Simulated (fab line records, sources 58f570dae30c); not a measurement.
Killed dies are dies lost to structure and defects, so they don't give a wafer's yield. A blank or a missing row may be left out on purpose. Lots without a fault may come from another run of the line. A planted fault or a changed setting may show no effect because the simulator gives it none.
Which tool did it? | flow berkeley_cmos170 | 14 lots, 42 wafers sampled, at 5 steps of a route of 331

WHAT THE GAUGES READ, wafer by wafer
UCB170_PSD_OVL_MEAS_07.
lot  | measured     | on         | PSD_OVL (nm)
L323 | day 7 01:21  | overlay-02 | -5 -6 -5
L324 | day 7 10:59  | overlay-02 | 6 10 6
L326 | day 7 11:14  | overlay-01 | 0 -7 -1
L327 | day 7 11:22  | overlay-01 | -9 -8 -8
L330 | day 8 17:24  | overlay-02 | 3 3 8
L332 | day 8 17:39  | overlay-02 | -1 0 1
L329 | day 8 17:32  | overlay-01 | -4 3 3
L331 | day 8 17:53  | overlay-01 | 7 8 3
L335 | day 9 11:17  | overlay-01 | 3 1 5
L338 | day 10 01:53 | overlay-02 | 2 5 -2
L339 | day 10 13:31 | overlay-02 | 8 9 6
L345 | day 11 02:01 | overlay-01 | -3 -2 0
L343 | day 11 02:17 | overlay-01 | 8 6 5
L346 | day 11 19:42 | overlay-01 | 5 -3 3

UCB170_SILICIDE_RS_MEAS_02: measures by four-point-probe.
lot  | measured     | on            | SILICIDE_TI_RS (ohm/sq)
L323 | day 7 06:20  | film_metro-03 | 26.43 26.15 26.13
L324 | day 7 15:46  | film_metro-03 | 26.42 25.95 26.04
L326 | day 7 16:34  | film_metro-03 | 26.24 26.53 26.22
L327 | day 7 17:02  | film_metro-04 | 26.15 25.91 26.28
L330 | day 8 21:10  | film_metro-04 | 26.25 26.17 26.42
L332 | day 8 21:56  | film_metro-04 | 26.08 26.33 26.32
L329 | day 8 21:26  | film_metro-03 | 25.75 25.85 25.84
L331 | day 8 22:09  | film_metro-03 | 26.40 26.22 26.44
L335 | day 9 16:16  | film_metro-04 | 25.84 26.12 25.63
L338 | day 10 06:34 | film_metro-03 | 39.98 25.89 25.70
L339 | day 10 18:16 | film_metro-04 | 40.06 26.21 25.89
L345 | day 11 06:18 | film_metro-02 | 26.10 25.80 25.64
L343 | day 11 06:10 | film_metro-04 | 25.65 25.59 25.63
L346 | day 11 23:52 | film_metro-02 | 26.29 25.99 26.28

UCB170_SILICIDE_THK_MEAS_03: measures by xrf.
lot  | measured     | on            | SILICIDE_TI_THK (nm)
L323 | day 7 06:27  | film_metro-03 | 29.84 30.16 30.12
L324 | day 7 15:53  | film_metro-03 | 29.92 30.35 30.25
L326 | day 7 16:41  | film_metro-03 | 30.05 29.76 30.09
L327 | day 7 17:09  | film_metro-04 | 30.05 30.27 29.93
L330 | day 8 21:17  | film_metro-04 | 30.00 30.07 29.70
L332 | day 8 22:02  | film_metro-04 | 30.34 29.97 30.02
L329 | day 8 21:31  | film_metro-03 | 30.52 30.43 30.43
L331 | day 8 22:16  | film_metro-03 | 29.95 29.95 29.70
L335 | day 9 16:23  | film_metro-04 | 30.25 30.09 30.41
L338 | day 10 06:41 | film_metro-03 | 20.91 30.20 30.34
L339 | day 10 18:22 | film_metro-04 | 20.89 29.93 30.32
L345 | day 11 06:24 | film_metro-02 | 29.79 30.14 30.44
L343 | day 11 06:17 | film_metro-04 | 30.58 30.50 30.42
L346 | day 11 23:59 | film_metro-02 | 29.82 30.12 29.91

WHICH TOOL RAN EACH LOT (tool, then ch and the chambers of the sampled wafers, then the start)
lot  | UCB170_NLDD_STRIP_10                 | UCB170_SILICIDE_SPUTTER_01
L323 | plasma_asher-03 ch 0,1, day 6 19:37  | pvd_sputter-01, day 7 06:18
L324 | plasma_asher-02 ch 0,1, day 7 04:05  | pvd_sputter-03, day 7 15:43
L326 | plasma_asher-01 ch 1, day 7 05:54    | pvd_sputter-01, day 7 16:32
L327 | plasma_asher-01 ch 0,1, day 7 06:10  | pvd_sputter-03, day 7 16:59
L330 | plasma_asher-01 ch 0,1, day 8 11:35  | pvd_sputter-01, day 8 21:08
L332 | plasma_asher-02 ch 0, day 8 11:42    | pvd_sputter-02, day 8 21:46
L329 | plasma_asher-02 ch 0,1, day 8 12:28  | pvd_sputter-03, day 8 21:20
L331 | plasma_asher-02 ch 1, day 8 12:59    | pvd_sputter-01, day 8 22:06
L335 | plasma_asher-02 ch 0,1, day 9 04:08  | pvd_sputter-01, day 9 16:13
L338 | plasma_asher-01 ch 0,1, day 9 19:55  | pvd_sputter-01, day 10 06:32
L339 | plasma_asher-03 ch 0,1, day 10 06:49 | pvd_sputter-01, day 10 18:12
L345 | plasma_asher-03 ch 0,1, day 10 21:02 | pvd_sputter-03, day 11 06:14
L343 | plasma_asher-03 ch 0,1, day 10 21:43 | pvd_sputter-02, day 11 06:08
L346 | plasma_asher-02 ch 1, day 11 15:02   | pvd_sputter-03, day 11 23:50
- UCB170_NLDD_STRIP_10: strips in O2.
- UCB170_SILICIDE_SPUTTER_01: material Ti, target thk 30 nm, time 25 s.

WHAT THE TOOLS THEMSELVES READ (means of the sampled wafers that have a number; where no wafer has one, the mark that the record gives instead)
UCB170_NLDD_STRIP_10.
lot  | tool            | drypump_motor_current_A (A) | oes_product_au (a.u.) | strip_time_to_endpoint_s (s)
L323 | plasma_asher-03 | 5.2                         | 0.734                 | 21.64
L324 | plasma_asher-02 | 5.0                         | 0.736                 | 21.56
L326 | plasma_asher-01 | 6.5                         | 0.737                 | 21.62
L327 | plasma_asher-01 | 6.0                         | 0.735                 | 21.63
L330 | plasma_asher-01 | 6.0                         | 0.732                 | 21.60
L332 | plasma_asher-02 | 5.1                         | 0.732                 | 21.66
L329 | plasma_asher-02 | 5.0                         | 0.733                 | 21.65
L331 | plasma_asher-02 | 4.9                         | 0.731                 | 21.50
L335 | plasma_asher-02 | 5.0                         | 0.732                 | 21.54
L338 | plasma_asher-01 | 5.9                         | 0.735                 | 21.52
L339 | plasma_asher-03 | 5.2                         | 0.733                 | 21.61
L345 | plasma_asher-03 | 5.2                         | 0.734                 | 21.55
L343 | plasma_asher-03 | 5.2                         | 0.738                 | 21.60
L346 | plasma_asher-02 | 4.9                         | 0.739                 | 21.61

UCB170_SILICIDE_SPUTTER_01.
lot  | tool           | throttle_valve_pct (%)
L323 | pvd_sputter-01 | 31.2
L324 | pvd_sputter-03 | 29.6
L326 | pvd_sputter-01 | 31.0
L327 | pvd_sputter-03 | 29.5
L330 | pvd_sputter-01 | 31.1
L332 | pvd_sputter-02 | 30.1
L329 | pvd_sputter-03 | 29.3
L331 | pvd_sputter-01 | 31.2
L335 | pvd_sputter-01 | 31.1
L338 | pvd_sputter-01 | 30.8
L339 | pvd_sputter-01 | 31.3
L345 | pvd_sputter-03 | 30.1
L343 | pvd_sputter-02 | 29.8
L346 | pvd_sputter-03 | 30.2

THE ANSWER, worked out from the rows above alone
Rule: what is usual is taken from the lots themselves. Put in order of their means at a reading, lots are off if they are a third of the lots or fewer, leave a main group of 4 or more, and stand apart from it by a gap of 3 or more times the standard deviation of the main group's means; of several such gaps the widest counts. A main group whose means are all the same, to the digits that the tables above print for the reading, isn't used. A lot without any number at a reading at which 4 lots or more have one is off too. The other lots that the step has rows for count as sound. The gauges are gone through in route order, then the tools' own readings, and for those a lot's mean is taken as printed above. The first step at which some lot is off is used, and at that step the reading that is off furthest; a lot without a number counts as furthest.
Off: L338, L339, at UCB170_SILICIDE_RS_MEAS_02 (SILICIDE_TI_RS). The main group: mean 26.09 ohm/sq, standard deviation 0.23.
A tool fits if, at a process step before that reading, it ran every lot that is off, and no sound lot after the first of them. The gauges at UCB170_SILICIDE_RS_MEAS_02 are tried like those tools. One fits: pvd_sputter-01 at UCB170_SILICIDE_SPUTTER_01. Its last sound lot is L335 (day 9 16:13), its first lot that is off L338 (day 10 06:32): a fault that began between those two fits.

WHAT THE SIMULATOR HAD PUT IN
Process parameter drift: pvd_sputter-01, from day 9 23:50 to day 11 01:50, at UCB170_SILICIDE_SPUTTER_01. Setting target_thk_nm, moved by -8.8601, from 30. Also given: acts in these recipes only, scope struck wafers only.
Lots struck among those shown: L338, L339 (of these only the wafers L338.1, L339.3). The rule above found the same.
